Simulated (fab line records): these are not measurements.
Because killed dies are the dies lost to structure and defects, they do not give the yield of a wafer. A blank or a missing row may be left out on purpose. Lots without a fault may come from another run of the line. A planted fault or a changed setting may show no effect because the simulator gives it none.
Which tool was responsible? | flow berkeley_cmos170 | 14 lots with 42 wafers sampled at 5 steps, on a route of 331 steps

## WHAT EACH GAUGE READ, for each wafer
UCB170_PWELL_TW_MEAS_17. Usual: PWELL_TW typically reads 379.3, with standard deviation 2.7.
lot  | measured    | on            | PWELL_TW          | flag
L679 | day 3 09:38 | film_metro-04 | 383.2 381.3 382.4 |
L680 | day 3 09:51 | film_metro-02 | 379.4 379.8 381.5 |
L683 | day 4 12:28 | film_metro-02 | 381.9 381.8 382.1 |
L685 | day 4 14:20 | film_metro-04 | 382.2 382.2 381.7 |
L684 | day 4 14:24 | film_metro-02 | 381.5 380.6 381.9 |
L686 | day 4 14:29 | film_metro-02 | 379.8 383.6 380.0 |
L689 | day 5 10:04 | film_metro-04 | 380.0 380.1 380.9 |
L688 | day 5 21:55 | film_metro-04 | 381.5 380.9 380.2 |
L690 | day 5 22:12 | film_metro-03 | 376.0 377.7 375.8 |
L696 | day 6 21:07 | film_metro-03 | 354.1 353.6 353.0 | OFF
L697 | day 7 08:11 | film_metro-04 | 356.1 359.4 357.9 | OFF
L699 | day 7 08:38 | film_metro-02 | 382.0 379.6 380.1 |
L700 | day 7 08:41 | film_metro-04 | 377.8 379.3 378.8 |
L701 | day 7 22:53 | film_metro-04 | 379.4 378.2 377.5 |

UCB170_SILICIDE_RS_MEAS_02: a four-point-probe measurement. Usual: SILICIDE_TI_RS typically reads 24.81 ohm/sq, with standard deviation 0.27.
lot  | measured     | on            | SILICIDE_TI_RS (ohm/sq) | flag
L679 | day 7 20:52  | film_metro-02 | 25.10 25.14 25.26       |
L680 | day 7 21:06  | film_metro-03 | 25.04 25.14 25.24       |
L683 | day 9 01:11  | film_metro-04 | 24.91 24.66 24.62       |
L685 | day 9 02:14  | film_metro-04 | 24.96 25.00 24.83       |
L684 | day 9 01:39  | film_metro-03 | 24.75 24.69 24.84       |
L686 | day 9 01:58  | film_metro-03 | 24.78 24.90 24.93       |
L689 | day 10 06:25 | film_metro-03 | 24.62 24.92 24.53       |
L688 | day 10 11:17 | film_metro-04 | 24.60 24.96 24.92       |
L690 | day 10 10:57 | film_metro-04 | 24.88 24.71 24.70       |
L696 | day 11 20:11 | film_metro-02 | 24.70 24.68 24.65       |
L697 | day 11 20:30 | film_metro-04 | 25.27 24.69 25.24       |
L699 | day 11 20:37 | film_metro-03 | 24.73 24.85 24.79       |
L700 | day 11 19:52 | film_metro-04 | 25.25 25.17 25.29       |
L701 | day 12 17:30 | film_metro-04 | 24.68 24.65 24.59       |

## WHAT TOOL EACH LOT RAN ON (gives the tool, then ch and the chambers of the sampled wafers, and finally the start)
lot  | UCB170_PWELL_IMPLANT_15        | UCB170_PVT_STRIP_08                  | UCB170_GATE_ETCH_14
L679 | implanter-03 ch 0, day 3 09:23 | plasma_asher-03 ch 0,1, day 6 11:47  | rie_diel-01 ch 0,2,3, day 7 05:08
L680 | implanter-03 ch 0, day 3 09:37 | plasma_asher-04 ch 0,1, day 6 11:35  | rie_diel-04 ch 0,2,3, day 7 04:49
L683 | implanter-02 ch 0, day 4 12:13 | plasma_asher-04 ch 0,1, day 7 15:41  | rie_diel-01 ch 1,3, day 8 07:42
L685 | implanter-02 ch 0, day 4 14:05 | plasma_asher-01 ch 1, day 7 15:08    | rie_diel-04 ch 0,1,2, day 8 07:18
L684 | implanter-03 ch 0, day 4 14:11 | plasma_asher-01 ch 0,1, day 7 15:33  | rie_diel-04 ch 0,1, day 8 07:56
L686 | implanter-02 ch 0, day 4 14:15 | plasma_asher-03 ch 0,1, day 7 15:47  | rie_diel-03 ch 1,3, day 8 08:04
L689 | implanter-02 ch 0, day 5 09:50 | plasma_asher-03 ch 0,1, day 8 14:11  | rie_diel-03 ch 1,3, day 9 09:55
L688 | implanter-03 ch 0, day 5 21:40 | plasma_asher-01 ch 0,1, day 9 05:37  | rie_diel-01 ch 0,1,3, day 9 17:56
L690 | implanter-02 ch 0, day 5 21:57 | plasma_asher-04 ch 0,1, day 9 05:27  | rie_diel-03 ch 0,1,3, day 9 17:40
L696 | implanter-02 ch 0, day 6 20:53 | plasma_asher-03 ch 0, day 10 07:10   | rie_diel-04 ch 0,2, day 10 22:16
L697 | implanter-02 ch 0, day 7 07:58 | plasma_asher-01 ch 0,1, day 10 11:40 | rie_diel-03 ch 0,3, day 11 02:55
L699 | implanter-04 ch 0, day 7 08:23 | plasma_asher-03 ch 0,1, day 10 11:30 | rie_diel-03 ch 0,1, day 11 04:00
L700 | implanter-03 ch 0, day 7 08:26 | plasma_asher-04 ch 0,1, day 10 11:57 | rie_diel-04 ch 0,1,3, day 11 03:28
L701 | implanter-04 ch 0, day 7 22:38 | plasma_asher-01 ch 0,1, day 11 04:57 | rie_diel-01 ch 1,2,3, day 12 02:46
- UCB170_PWELL_IMPLANT_15
- UCB170_PVT_STRIP_08: strips in O2.
- UCB170_GATE_ETCH_14: etches BARC in N2/H2.

## WHAT THE TOOLS THEMSELVES READ (means of the sampled wafers that have a number; where no wafer has one, the mark that the record gives instead)
UCB170_PWELL_IMPLANT_15. Usual: dose_ions_cm2 5e+12, standard deviation 6e+09; faraday_current_uA 15.8, standard deviation 0.33.
lot  | tool         | dose_ions_cm2 | faraday_current_uA | flag
L679 | implanter-03 | 5e+12         | 15.7               |
L680 | implanter-03 | 5e+12         | 15.7               |
L683 | implanter-02 | 5e+12         | 15.9               |
L685 | implanter-02 | 5e+12         | 15.9               |
L684 | implanter-03 | 5e+12         | 15.7               |
L686 | implanter-02 | 5e+12         | 15.9               |
L689 | implanter-02 | 5e+12         | 15.7               |
L688 | implanter-03 | 5e+12         | 16.1               |
L690 | implanter-02 | 5e+12         | 15.9               |
L696 | implanter-02 | 4e+12         | 13.0               | OFF
L697 | implanter-02 | 4e+12         | 12.7               | OFF
L699 | implanter-04 | 5e+12         | 15.7               |
L700 | implanter-03 | 5e+12         | 15.8               |
L701 | implanter-04 | 5e+12         | 15.6               |

UCB170_PVT_STRIP_08. Usual: drypump_motor_current_A 5.41 A, standard deviation 0.28; oes_product_au 0.734 a.u., standard deviation 0.0053; strip_time_to_endpoint_s 21.64 s, standard deviation 0.058.
lot  | tool            | drypump_motor_current_A (A) | oes_product_au (a.u.) | strip_time_to_endpoint_s (s) | flag
L679 | plasma_asher-03 | 5.37                        | 0.733                 | 21.62                        |
L680 | plasma_asher-04 | 5.44                        | 0.730                 | 21.64                        |
L683 | plasma_asher-04 | 5.44                        | 0.732                 | 21.73                        |
L685 | plasma_asher-01 | 5.03                        | 0.731                 | 21.62                        |
L684 | plasma_asher-01 | 5.39                        | 0.735                 | 21.72                        |
L686 | plasma_asher-03 | 5.60                        | 0.733                 | 21.67                        |
L689 | plasma_asher-03 | 5.35                        | 0.733                 | 21.58                        |
L688 | plasma_asher-01 | 5.40                        | 0.732                 | 21.59                        |
L690 | plasma_asher-04 | 5.41                        | 0.735                 | 21.63                        |
L696 | plasma_asher-03 | 5.10                        | 0.731                 | 21.65                        |
L697 | plasma_asher-01 | 5.39                        | 0.736                 | 21.58                        |
L699 | plasma_asher-03 | 5.34                        | 0.734                 | 21.56                        |
L700 | plasma_asher-04 | 5.44                        | 0.736                 | 21.68                        |
L701 | plasma_asher-01 | 5.39                        | 0.735                 | 21.64                        |

UCB170_GATE_ETCH_14. Usual: bias_w 100.0 W, standard deviation 0.3; drypump_motor_current_A 5.8 A, standard deviation 0.5; oes_product_au 1.007 a.u., standard deviation 0.022; throttle_valve_pct 13.36 %, standard deviation 0.19.
lot  | tool        | bias_w (W) | drypump_motor_current_A (A) | oes_product_au (a.u.) | throttle_valve_pct (%) | flag
L679 | rie_diel-01 | 100.1      | 6.0                         | 1.001                 | 13.38                  |
L680 | rie_diel-04 | 100.0      | 5.9                         | 1.008                 | 13.29                  |
L683 | rie_diel-01 | 99.7       | 5.2                         | 0.979                 | 13.31                  |
L685 | rie_diel-04 | 100.0      | 5.8                         | 1.020                 | 13.27                  |
L684 | rie_diel-04 | 100.1      | 5.7                         | 0.990                 | 13.24                  |
L686 | rie_diel-03 | 100.4      | 6.0                         | 1.029                 | 13.48                  |
L689 | rie_diel-03 | 99.8       | 6.2                         | 1.023                 | 13.44                  |
L688 | rie_diel-01 | 100.0      | 5.5                         | 0.990                 | 13.25                  |
L690 | rie_diel-03 | 100.2      | 6.0                         | 1.019                 | 13.50                  |
L696 | rie_diel-04 | 99.9       | 5.9                         | 1.032                 | 13.40                  |
L697 | rie_diel-03 | 100.0      | 6.3                         | 1.019                 | 13.46                  |
L699 | rie_diel-03 | 100.3      | 5.8                         | 1.013                 | 13.54                  |
L700 | rie_diel-04 | 100.2      | 5.8                         | 0.998                 | 13.26                  |
L701 | rie_diel-01 | 100.0      | 5.5                         | 0.982                 | 13.28                  |

## THE ANSWER, worked out from the rows above alone
Rule: a lot counts as off when the mean over its wafers that have a number is more than 3 standard deviations away from the usual mean. A lot without any number at a reading at which 4 lots or more have one is off too. Where the step has rows for the other lots, those lots are counted as sound. First the gauges in route order, then the tools' own readings, where a lot's mean is used as printed above. At the first step where some lot is off, the reading lying furthest off is the one used; lots without a number count as furthest.
Off: L696, L697, seen at UCB170_PWELL_TW_MEAS_17 (PWELL_TW).
A tool fits if, at a process step before that reading, it ran every lot that is off, and no sound lot after the first of them. The gauges at UCB170_PWELL_TW_MEAS_17 aren't tried: what is off there is off at UCB170_PWELL_IMPLANT_15 too, on other tools, and a gauge's error can't cause that. One fits: implanter-02 at UCB170_PWELL_IMPLANT_15. Its last sound lot is L690 (day 5 21:57), its first lot that is off L696 (day 6 20:53): a fault that began between those two fits.
The tool's own readings at UCB170_PWELL_IMPLANT_15 bear it out: on the lots that are off they differ by more than 5 times the standard deviation of the sound lots' means. dose_ions_cm2 reads 4e+12 there against 5e+12 on the sound lots; faraday_current_uA reads 12.8 there against 15.8 on the sound lots.

## WHAT THE SIMULATOR HAD PUT IN
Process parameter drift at UCB170_PWELL_IMPLANT_15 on implanter-02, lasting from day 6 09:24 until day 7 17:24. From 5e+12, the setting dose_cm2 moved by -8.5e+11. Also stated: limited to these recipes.
Struck lots among those shown: L696, L697. Same finding as the rule above.
